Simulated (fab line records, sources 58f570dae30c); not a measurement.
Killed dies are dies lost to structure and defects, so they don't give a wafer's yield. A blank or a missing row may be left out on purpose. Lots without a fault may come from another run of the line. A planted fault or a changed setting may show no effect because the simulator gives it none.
Problem report in the 8D (eight disciplines) form, filled by code | flow berkeley_cmos170 | the parts of the form that need people (team, actions taken, sign-off) are left out

1. THE PROBLEM
NLDD_TW at UCB170_NLDD_TW_MEAS_11 reads a mean of 30 on 6 wafers of 2 lots; wafers without a fault read 2208 with a standard deviation of 11. That is -99 or more standard deviations from the usual mean.
First seen on wafer L206.3, day 9 12:32, on film_metro-03. The record holds 42 wafers of 14 lots with a number at this step. Rule for "out", or "out of limits": more than 4 standard deviations from the usual mean. The other wafers with a number count as sound.

2. WHAT IT IS AND WHAT IT IS NOT
question                    | is                     | is not
which readings at this step | NLDD_TW                | -
which lots                  | L206, L209             | L196, L197, L198, L200, L201, L210, L211, L212, L214, L215, L216, L218
which wafers of those lots  | all that have a number | -
read on which gauges        | film_metro-03          | film_metro-01, film_metro-02
when                        | from day 9 12:32       | up to then (15 sound wafers); but 21 sound wafers of L210, L211, L212, L214, L215, L216, L218 came after

3. SUSPECTS, AND WHAT RULES EACH OUT
Counting: a tool at a process step up to the reading stays a suspect if it ran every lot that is out and no sound lot after the first of them.
- the gauge at UCB170_NLDD_TW_MEAS_11: kept. All the wafers that are out were read on film_metro-03, and no step on other tools shows them out.
- litho_track-02 at UCB170_NLDD_DEVELOP_05 (develop time 45 s): kept. It ran every lot that is out, first L206 (day 9 11:00), and no sound lot after that; its last sound lot up to then is L196 (day 7 11:00).
Left after counting: litho_track-02 at UCB170_NLDD_DEVELOP_05, film_metro-03 at UCB170_NLDD_TW_MEAS_11.

4. THE CAUSE (what the simulator had put in)
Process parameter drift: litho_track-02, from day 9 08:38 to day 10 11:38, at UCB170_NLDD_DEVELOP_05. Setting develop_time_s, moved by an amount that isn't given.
Counting left 2 suspects, and this tool is among them.

5. THE CHAIN OF EFFECTS, in route order
Each row: a reading whose mean over the struck wafers that have a number lies more than 3 standard deviations from the usual. Only readings for which the record gives a usual standard deviation are gone through. hours: the time from each lot's start at the first step in this table that gives one to its start at this step, as a median over the lots. sigmas: the change in usual standard deviations.
hours | step                   | reading | usual | on struck wafers | change | sigmas
0     | UCB170_NLDD_TW_MEAS_11 | NLDD_TW | 2208  | 30               | -2178  | -99 or more

6. WHAT WOULD HAVE CAUGHT IT SOONER
In this record the first reading out of limits at a measuring or inspecting step was taken at day 9 12:32, 4 hours after the fault began at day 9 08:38.
Of the lots that are out (2), L209 began UCB170_NLDD_DEVELOP_05 on litho_track-02 after day 9 12:32. A hold on the tool at that time would have spared it.
